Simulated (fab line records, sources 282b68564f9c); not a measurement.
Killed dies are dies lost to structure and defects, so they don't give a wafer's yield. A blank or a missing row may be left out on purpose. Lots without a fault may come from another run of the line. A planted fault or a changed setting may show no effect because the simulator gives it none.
Problem report in the 8D (eight disciplines) form, filled by code | flow rit_cmos | the parts of the form that need people (team, actions taken, sign-off) are left out

1. THE PROBLEM
NWELL_RS at RIT_WELLDRIVE_RS_MEAS_01 reads a mean of 278.8 ohm/sq on 6 wafers of 2 lots; wafers without a fault read 275.6 ohm/sq with a standard deviation of 0.67. That is +4.7 standard deviations from the usual mean.
The step: measures by four-point-probe.
First seen on wafer L418.3, day 4 14:56, on film_metro-02. The record holds 42 wafers of 14 lots with a number at this step. Rule for "out", or "out of limits": more than 4 standard deviations from the usual mean. The other wafers with a number count as sound.

2. WHAT IT IS AND WHAT IT IS NOT
question                    | is                           | is not
which readings at this step | NWELL_RS                     | -
which lots                  | L418, L420                   | L407, L408, L410, L411, L414, L415, L416, L421, L423, L425, L426, L430
which wafers of those lots  | all that have a number       | -
read on which gauges        | film_metro-02, film_metro-04 | film_metro-03
when                        | from day 4 14:56             | up to then (21 sound wafers); but 15 sound wafers of L421, L423, L425, L426, L430 came after

3. SUSPECTS, AND WHAT RULES EACH OUT
Counting: a tool at a process step up to the reading stays a suspect if it ran every lot that is out and no sound lot after the first of them.
- the gauge at RIT_WELLDRIVE_RS_MEAS_01: ruled out. The wafers that are out were read on 2 gauges (film_metro-02, film_metro-04).
- implanter-04 at RIT_NWELL_IMPLANT_08: kept. It ran every lot that is out, first L418 (day 4 07:05), and no sound lot after that; its last sound lot up to then is L414 (day 3 09:01). Its own readings are out on those wafers: dose_ions_cm2.
Left after counting: implanter-04 at RIT_NWELL_IMPLANT_08.

4. THE CAUSE (what the simulator had put in)
Process parameter drift: implanter-04, from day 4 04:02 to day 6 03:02, at RIT_NWELL_IMPLANT_08. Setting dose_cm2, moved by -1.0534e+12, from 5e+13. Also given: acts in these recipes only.
Counting left only this tool.

5. THE CHAIN OF EFFECTS, in route order
Each row: a reading whose mean over the struck wafers that have a number lies more than 3 standard deviations from the usual. Only readings for which the record gives a usual standard deviation are gone through. hours: the time from each lot's start at the first step in this table that gives one to its start at this step, as a median over the lots. sigmas: the change in usual standard deviations.
hours | step                     | reading       | usual        | on struck wafers | change     | sigmas
0     | RIT_NWELL_IMPLANT_08     | dose_ions_cm2 | 4.999e+13    | 4.896e+13        | -1.025e+12 | -20
7     | RIT_WELLDRIVE_RS_MEAS_01 | NWELL_RS      | 275.6 ohm/sq | 278.8            | +3.1       | +4.7
The process steps in it:
- RIT_NWELL_IMPLANT_08

6. WHAT WOULD HAVE CAUGHT IT SOONER
In this record the first reading out of limits at a measuring or inspecting step was taken at day 4 14:56, 11 hours after the fault began at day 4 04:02.
The tool's own readings at RIT_NWELL_IMPLANT_08 were out on every struck wafer that the step has a row for (dose_ions_cm2): an alarm limit on them would have fired on the first of those.
Of the lots that are out (2), L420 began RIT_NWELL_IMPLANT_08 on implanter-04 after day 4 14:56. A hold on the tool at that time would have spared it.
